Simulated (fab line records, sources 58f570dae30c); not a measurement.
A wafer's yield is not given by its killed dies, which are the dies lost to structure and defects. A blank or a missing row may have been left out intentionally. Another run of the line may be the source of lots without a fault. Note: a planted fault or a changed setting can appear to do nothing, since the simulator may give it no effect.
Which tool did it? | flow berkeleyCmos170 | Sampling: 24 lots, 72 wafers, 6 of 331 route steps

== WHAT THE GAUGES READ, wafer by wafer ==
UCB170_NWELL_THK_MEAS_05.
lot  | measured    | on           | NWELL_NITRIDE_THK (nm)
L074 | day 2 15:05 | filmMetro-04 | 227.9 228.0 228.1
L076 | day 2 20:02 | filmMetro-04 | 228.5 227.1 229.1
L075 | day 2 20:04 | filmMetro-03 | 223.6 224.3 223.9
L078 | day 3 04:40 | filmMetro-03 | 225.7 226.4 225.7
L077 | day 3 04:41 | filmMetro-01 | 228.1 227.1 224.5
L079 | day 3 12:59 | filmMetro-04 | 227.7 227.0 228.2
L080 | day 3 13:00 | filmMetro-01 | 227.5 228.1 227.2
L081 | day 3 22:57 | filmMetro-04 | 224.3 226.4 224.8
L082 | day 3 22:57 | filmMetro-03 | 227.9 227.1 225.7
L084 | day 4 08:25 | filmMetro-03 | 225.4 225.3 226.2
L083 | day 4 08:26 | filmMetro-04 | 219.4 219.9 220.7
L086 | day 4 16:40 | filmMetro-01 | 221.1 223.5 221.8
L085 | day 4 16:41 | filmMetro-04 | 225.1 224.3 224.7
L087 | day 5 02:38 | filmMetro-04 | 221.6 222.5 222.2
L088 | day 5 10:26 | filmMetro-03 | 226.4 223.9 222.8
L089 | day 5 17:26 | filmMetro-04 | 224.0 224.2 224.0
L090 | day 6 01:56 | filmMetro-01 | 221.9 220.3 220.3
L091 | day 6 10:44 | filmMetro-04 | 228.3 227.4 228.7
L092 | day 6 10:44 | filmMetro-03 | 223.7 226.3 224.2
L093 | day 6 19:09 | filmMetro-01 | 226.4 223.3 225.8
L094 | day 6 19:09 | filmMetro-04 | 224.7 222.7 224.3
L095 | day 7 05:07 | filmMetro-03 | 225.5 227.7 226.3
L096 | day 7 05:08 | filmMetro-01 | 224.2 222.8 223.6
L097 | day 7 09:13 | filmMetro-04 | 224.8 225.3 223.6

UCB170_NWELL_OVL_MEAS_12.
lot  | measured    | on         | NWELL_OVL (nm)
L074 | day 2 16:19 | overlay-01 | 3 2 4
L076 | day 2 21:20 | overlay-02 | 1 5 0
L075 | day 2 21:38 | overlay-02 | -1 -5 7
L078 | day 3 05:58 | overlay-01 | -3 5 -6
L077 | day 3 05:41 | overlay-02 | 6 3 -1
L079 | day 3 14:18 | overlay-02 | 2 5 -1
L080 | day 3 14:04 | overlay-01 | 3 3 7
L081 | day 4 01:34 | overlay-01 | 4 4 -3
L082 | day 4 01:01 | overlay-01 | 10 3 4
L084 | day 4 09:34 | overlay-01 | -3 1 -4
L083 | day 4 09:26 | overlay-01 | -1 -10 0
L086 | day 4 17:42 | overlay-02 | 16 5 16
L085 | day 4 17:57 | overlay-01 | 11 3 2
L087 | day 5 04:13 | overlay-01 | -5 -7 -2
L088 | day 5 11:20 | overlay-02 | 5 0 4
L089 | day 5 18:28 | overlay-01 | 0 2 2
L090 | day 6 02:56 | overlay-01 | -3 2 -5
L091 | day 6 11:38 | overlay-02 | 3 2 2
L092 | day 6 11:52 | overlay-02 | -5 -1 9
L093 | day 6 20:52 | overlay-01 | 5 -1 16
L094 | day 6 20:40 | overlay-02 | -9 -1 -3
L095 | day 7 06:16 | overlay-01 | -4 -5 -14
L096 | day 7 06:02 | overlay-02 | -1 5 -2
L097 | day 7 10:13 | overlay-01 | 8 11 4

UCB170_ACTIVE_OVL_MEAS_14.
lot  | measured     | on         | ACTIVE_OVL (nm)
L074 | day 4 20:24  | overlay-01 | -8 -6 -3
L076 | day 4 20:32  | overlay-01 | 4 -1 -1
L075 | day 4 20:50  | overlay-01 | -15 -12 -13
L078 | day 5 15:17  | overlay-01 | 4 -3 -2
L077 | day 5 16:01  | overlay-01 | -8 -4 -8
L079 | day 6 04:11  | overlay-02 | 0 1 3
L080 | day 6 04:28  | overlay-02 | -1 0 -2
L081 | day 6 17:32  | overlay-02 | -10 -9 -11
L082 | day 6 17:47  | overlay-01 | -4 -8 -3
L084 | day 7 02:47  | overlay-01 | -12 -3 -3
L083 | day 7 02:31  | overlay-01 | -2 1 4
L086 | day 7 08:02  | overlay-02 | 1 0 4
L085 | day 7 07:49  | overlay-01 | 4 2 0
L087 | day 7 20:28  | overlay-01 | -1 3 -1
L088 | day 7 20:44  | overlay-02 | 4 -1 1
L089 | day 8 06:44  | overlay-02 | 18 11 9
L090 | day 8 13:26  | overlay-01 | -2 -5 1
L091 | day 9 03:35  | overlay-02 | 1 -1 -2
L092 | day 9 03:42  | overlay-01 | -7 -12 -12
L093 | day 9 10:52  | overlay-02 | 0 1 2
L094 | day 9 10:35  | overlay-01 | -4 4 -2
L095 | day 9 11:08  | overlay-01 | 4 7 9
L096 | day 9 11:10  | overlay-02 | -3 -12 -4
L097 | day 10 02:07 | overlay-01 | -1 -1 -1

UCB170_M1_CD_MEAS_09 targets a cd of 700 nm.
lot  | measured     | on       | cdNm (nm)
L074 | day 8 19:10  | cdSem-01 | 699.9 699.8 699.5
L076 | day 8 19:22  | cdSem-01 | 701.5 700.1 700.4
L075 | day 8 18:36  | cdSem-02 | 703.4 702.7 704.2
L078 | day 9 01:08  | cdSem-01 | 697.8 697.5 698.2
L077 | day 9 01:23  | cdSem-01 | 700.7 699.8 699.9
L079 | day 9 19:39  | cdSem-02 | 700.7 698.7 701.1
L080 | day 9 20:16  | cdSem-02 | 700.7 702.0 701.1
L081 | day 10 08:47 | cdSem-02 | 699.4 699.6 699.9
L082 | day 10 08:30 | cdSem-01 | 700.1 699.3 698.0
L084 | day 10 18:55 | cdSem-02 | 701.5 700.2 701.9
L083 | day 10 19:27 | cdSem-02 | 698.8 699.5 699.9
L086 | day 11 01:10 | cdSem-02 | 698.7 698.2 697.5
L085 | day 11 01:24 | cdSem-02 | 699.8 698.4 698.8
L087 | day 11 09:08 | cdSem-02 | 700.0 700.8 699.5
L088 | day 11 08:53 | cdSem-02 | 697.3 699.0 699.7
L089 | day 11 17:25 | cdSem-02 | 700.4 700.6 700.9
L090 | day 11 18:08 | cdSem-02 | 699.1 699.7 699.3
L091 | day 12 11:17 | cdSem-02 | 701.2 699.8 700.8
L092 | day 12 10:38 | cdSem-02 | 701.5 702.4 701.9
L093 | day 12 21:44 | cdSem-02 | 699.6 699.5 699.2
L094 | day 12 19:41 | cdSem-02 | 699.2 699.8 699.2
L095 | day 12 22:17 | cdSem-02 | 700.5 698.9 698.8
L096 | day 12 18:15 | cdSem-02 | 699.5 700.0 700.1
L097 | day 13 04:30 | cdSem-02 | 697.4 699.1 697.7

UCB170_V1_CD_MEAS_12 targets a cd of 700 nm.
lot  | measured     | on       | cdNm (nm)
L074 | day 8 23:44  | cdSem-01 | 699.4 701.2 700.8
L076 | day 8 23:58  | cdSem-02 | 701.3 700.0 699.3
L075 | day 8 22:13  | cdSem-02 | 697.7 698.6 700.9
L078 | day 9 05:31  | cdSem-02 | 700.7 699.7 699.8
L077 | day 9 07:37  | cdSem-01 | 702.9 703.0 702.8
L079 | day 10 00:11 | cdSem-01 | 700.9 701.9 700.9
L080 | day 10 01:18 | cdSem-01 | 701.6 701.4 701.3
L081 | day 10 13:43 | cdSem-01 | 700.0 700.4 701.0
L082 | day 10 12:14 | cdSem-01 | 701.0 700.6 701.2
L084 | day 11 04:35 | cdSem-02 | 699.6 701.3 700.6
L083 | day 11 04:20 | cdSem-02 | 699.7 698.9 697.9
L086 | day 11 05:29 | cdSem-02 | 699.5 699.2 699.2
L085 | day 11 05:47 | cdSem-02 | 701.0 698.5 700.1
L087 | day 11 14:09 | cdSem-02 | 700.1 701.8 699.9
L088 | day 11 12:49 | cdSem-02 | 698.9 701.3 700.4
L089 | day 11 23:33 | cdSem-02 | 699.7 701.3 700.7
L090 | day 11 23:19 | cdSem-02 | 700.3 701.4 700.7
L091 | day 12 15:39 | cdSem-02 | 700.8 701.7 701.3
L092 | day 12 14:25 | cdSem-02 | 700.5 699.7 700.1
L093 | day 13 03:35 | cdSem-02 | 699.6 699.9 698.9
L094 | day 13 00:21 | cdSem-02 | 702.4 702.8 703.1
L095 | day 13 03:55 | cdSem-02 | 697.2 699.6 698.9
L096 | day 12 23:49 | cdSem-02 | 698.8 698.7 700.3
L097 | day 13 08:50 | cdSem-02 | 702.3 701.2 700.9

UCB170_V2_CD_MEAS_12 targets a cd of 700 nm.
lot  | measured     | on       | cdNm (nm)
L074 | day 9 05:59  | cdSem-01 | 698.8 699.1 699.6
L076 | day 9 06:39  | cdSem-02 | 697.5 698.6 698.1
L075 | day 9 03:18  | cdSem-01 | 699.6 698.9 698.3
L078 | day 9 12:00  | cdSem-01 | 701.1 700.3 700.6
L077 | day 9 13:52  | cdSem-02 | 700.5 700.5 699.9
L079 | day 10 05:09 | cdSem-01 | 699.5 698.4 698.8
L080 | day 10 06:41 | cdSem-02 | 699.6 701.3 700.5
L081 | day 10 19:41 | cdSem-02 | 700.4 700.2 701.1
L082 | day 10 17:08 | cdSem-02 | 700.7 700.3 700.6
L084 | day 11 10:06 | cdSem-02 | 700.4 699.5 700.6
L083 | day 11 09:53 | cdSem-02 | 699.6 700.5 700.4
L086 | day 11 11:05 | cdSem-02 | 700.8 701.3 701.8
L085 | day 11 11:30 | cdSem-02 | 700.4 698.3 698.9
L087 | day 11 23:26 | cdSem-02 | 699.8 700.1 700.0
L088 | day 11 18:46 | cdSem-02 | 701.3 703.8 702.3
L089 | day 12 06:57 | cdSem-02 | 700.3 699.4 701.1
L090 | day 12 05:50 | cdSem-02 | 699.8 700.1 702.1
L091 | day 12 21:25 | cdSem-02 | 699.6 700.0 700.7
L092 | day 12 20:20 | cdSem-02 | 698.9 698.9 699.2
L093 | day 13 10:04 | cdSem-02 | 700.3 698.5 700.2
L094 | day 13 05:47 | cdSem-02 | 699.9 699.2 699.5
L095 | day 13 10:22 | cdSem-02 | 698.1 697.2 697.5
L096 | day 13 05:43 | cdSem-02 | 699.1 698.0 698.9
L097 | day 13 15:11 | cdSem-02 | 701.3 701.2 700.1

== WHAT TOOL EACH LOT RAN ON (gives the tool, then ch and the chambers of the sampled wafers, and finally the start) ==
The record holds no process step before these readings.

== WHAT THE TOOLS THEMSELVES READ (means of the sampled wafers that have a number; where no wafer has one, the mark that the record gives instead) ==
The record holds no such reading with a usual standard deviation.

== THE ANSWER, worked out from the rows above alone ==
Rule: the usual values come from the lots themselves. Put in order of their means at a reading, lots are off if they are a third of the lots or fewer, leave a main group of 4 or more, and stand apart from it by a gap of 3 or more times the standard deviation of the main group's means; of several such gaps the widest counts. If all means in a main group match to the digits the tables above print for the reading, that group is not used. Also off: a lot with no number at a reading for which 4 or more lots have one. The other lots that the step has rows for count as sound. After the gauges, taken in route order, come the tools' own readings; for these a lot's mean is taken, as printed above. At the first step where some lot is off, the reading lying furthest off is the one used; lots without a number count as furthest.
No lot is off on any of the readings shown, so nothing can be concluded from this.

== WHAT HAD BEEN PUT IN BY THE SIMULATOR ==
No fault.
